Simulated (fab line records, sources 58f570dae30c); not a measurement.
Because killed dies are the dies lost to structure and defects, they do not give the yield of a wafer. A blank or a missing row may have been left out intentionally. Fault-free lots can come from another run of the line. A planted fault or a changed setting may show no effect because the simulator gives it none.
A sampling plan put to the test	flow berkeley-cmos170	one fab line, 16 faults that these records tell of, each judged on the records of the lots that it struck
Plan = the line's own looks (route steps where a gauge or an inspection reads the wafer without altering it). Where struck wafers have a number at a look and the file lists that look's usual mean and standard deviation on fault-free wafers, the look can be judged. Caught: a look later than the fault's first step finds the struck wafers' mean 4 or more of those standard deviations (sigma) from the usual mean. On the tool: the identical test, applied to the tool's own readings at the steps of the fault. It also counts as caught if the struck wafers ran another recipe or if their record alone is blank.

THE FAULTS, as the simulator had put them in
1. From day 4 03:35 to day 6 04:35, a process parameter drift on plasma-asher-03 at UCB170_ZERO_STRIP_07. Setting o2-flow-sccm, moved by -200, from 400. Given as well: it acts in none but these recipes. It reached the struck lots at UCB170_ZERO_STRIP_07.
2. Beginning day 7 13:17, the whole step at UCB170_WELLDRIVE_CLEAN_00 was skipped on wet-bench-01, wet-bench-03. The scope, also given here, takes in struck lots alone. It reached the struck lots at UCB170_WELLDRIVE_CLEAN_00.
3. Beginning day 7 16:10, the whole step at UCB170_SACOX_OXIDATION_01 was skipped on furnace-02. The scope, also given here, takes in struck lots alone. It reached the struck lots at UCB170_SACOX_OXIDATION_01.
4. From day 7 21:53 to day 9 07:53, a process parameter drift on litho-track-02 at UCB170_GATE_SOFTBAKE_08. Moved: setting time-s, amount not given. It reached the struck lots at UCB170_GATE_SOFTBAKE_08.
5. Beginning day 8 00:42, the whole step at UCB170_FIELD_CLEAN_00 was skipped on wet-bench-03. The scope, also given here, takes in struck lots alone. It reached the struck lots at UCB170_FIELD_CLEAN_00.
6. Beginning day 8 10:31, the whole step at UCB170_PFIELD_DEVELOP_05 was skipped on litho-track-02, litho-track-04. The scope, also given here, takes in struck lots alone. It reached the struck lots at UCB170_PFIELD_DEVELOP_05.
7. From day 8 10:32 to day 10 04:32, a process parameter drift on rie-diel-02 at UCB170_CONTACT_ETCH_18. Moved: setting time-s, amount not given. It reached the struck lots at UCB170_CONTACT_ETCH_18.
8. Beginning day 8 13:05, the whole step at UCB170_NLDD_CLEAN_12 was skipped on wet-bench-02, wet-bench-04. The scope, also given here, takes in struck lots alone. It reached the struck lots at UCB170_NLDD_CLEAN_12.
9. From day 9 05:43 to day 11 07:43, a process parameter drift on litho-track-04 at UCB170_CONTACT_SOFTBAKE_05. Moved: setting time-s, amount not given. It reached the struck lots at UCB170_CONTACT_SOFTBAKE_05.
10. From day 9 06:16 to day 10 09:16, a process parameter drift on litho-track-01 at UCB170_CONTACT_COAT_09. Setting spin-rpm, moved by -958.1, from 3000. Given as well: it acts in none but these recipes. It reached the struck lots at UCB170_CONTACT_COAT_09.
11. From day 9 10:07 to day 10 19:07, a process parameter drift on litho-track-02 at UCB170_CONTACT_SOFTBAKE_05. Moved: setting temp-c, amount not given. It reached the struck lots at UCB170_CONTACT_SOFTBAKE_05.
12. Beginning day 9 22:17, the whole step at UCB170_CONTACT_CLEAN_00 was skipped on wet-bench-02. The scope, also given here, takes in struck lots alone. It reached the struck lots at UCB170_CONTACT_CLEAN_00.
13. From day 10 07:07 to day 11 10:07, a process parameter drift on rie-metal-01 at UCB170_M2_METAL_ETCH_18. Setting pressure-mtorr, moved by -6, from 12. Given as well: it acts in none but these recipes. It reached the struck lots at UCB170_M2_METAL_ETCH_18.
14. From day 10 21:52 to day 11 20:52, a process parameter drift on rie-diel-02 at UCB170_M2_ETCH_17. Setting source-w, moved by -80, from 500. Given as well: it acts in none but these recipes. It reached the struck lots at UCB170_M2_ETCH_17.
15. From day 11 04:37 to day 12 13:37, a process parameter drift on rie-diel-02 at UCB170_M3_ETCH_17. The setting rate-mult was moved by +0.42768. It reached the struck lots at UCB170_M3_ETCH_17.
16. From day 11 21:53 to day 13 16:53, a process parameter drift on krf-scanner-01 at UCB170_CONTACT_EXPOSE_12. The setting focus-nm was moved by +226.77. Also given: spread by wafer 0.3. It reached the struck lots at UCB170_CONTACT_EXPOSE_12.

WHAT THE PLAN SAW
fault	on the tool itself	first look that catches it	reading, sigma	median hours from its first step to that look	hours from the fault's start to the first struck lot there	judged looks passed uncaught
1	o2-flow-sccm -99 or beyond sigma	no look after it can be judged	-	-	-	0
2	the tool's record is blank for the struck wafers	no look after it can be judged	-	-	-	0
3	the tool's record is blank for the struck wafers	no look after it can be judged	-	-	-	0
4	run-length-s +99 or beyond sigma	no look after it can be judged	-	-	-	0
5	the tool's record is blank for the struck wafers	no look after it can be judged	-	-	-	0
6	the tool's record is blank for the struck wafers	no look after it can be judged	-	-	-	0
7	run-length-s -99 or beyond sigma	no look after it can be judged	-	-	-	0
8	the tool's record is blank for the struck wafers	none of the 2 looks that can be judged after it	-	-	-	2
9	run-length-s +48 sigma	not the one look that can be judged after it	-	-	-	1
10	spin-speed-rpm -99 or beyond sigma	no look after it can be judged	-	-	-	0
11	heater-power-total-W -36 sigma	no look after it can be judged	-	-	-	0
12	the tool's record is blank for the struck wafers	not the one look that can be judged after it	-	-	-	1
13	chamber-pressure-mTorr -99 or beyond sigma	no look after it can be judged	-	-	-	0
14	rf-fwd-power-W -46 sigma	no look after it can be judged	-	-	-	0
15	oes-product-au +6.6 sigma	no look after it can be judged	-	-	-	0
16	exposure-dose-mJ-cm2 -7.1 sigma	no look after it can be judged	-	-	-	0
A dash: the fault is not caught, or the number is missing from these records.

Caught at a look: 0 of 16. Caught on the tool: 16 of 16. By one or the other: 16 of 16.
On the tool alone, faults 1, 2, 3, 4, 5, 6, 7, 8, 9, 10, 11, 12, 13, 14, 15, 16 were caught.
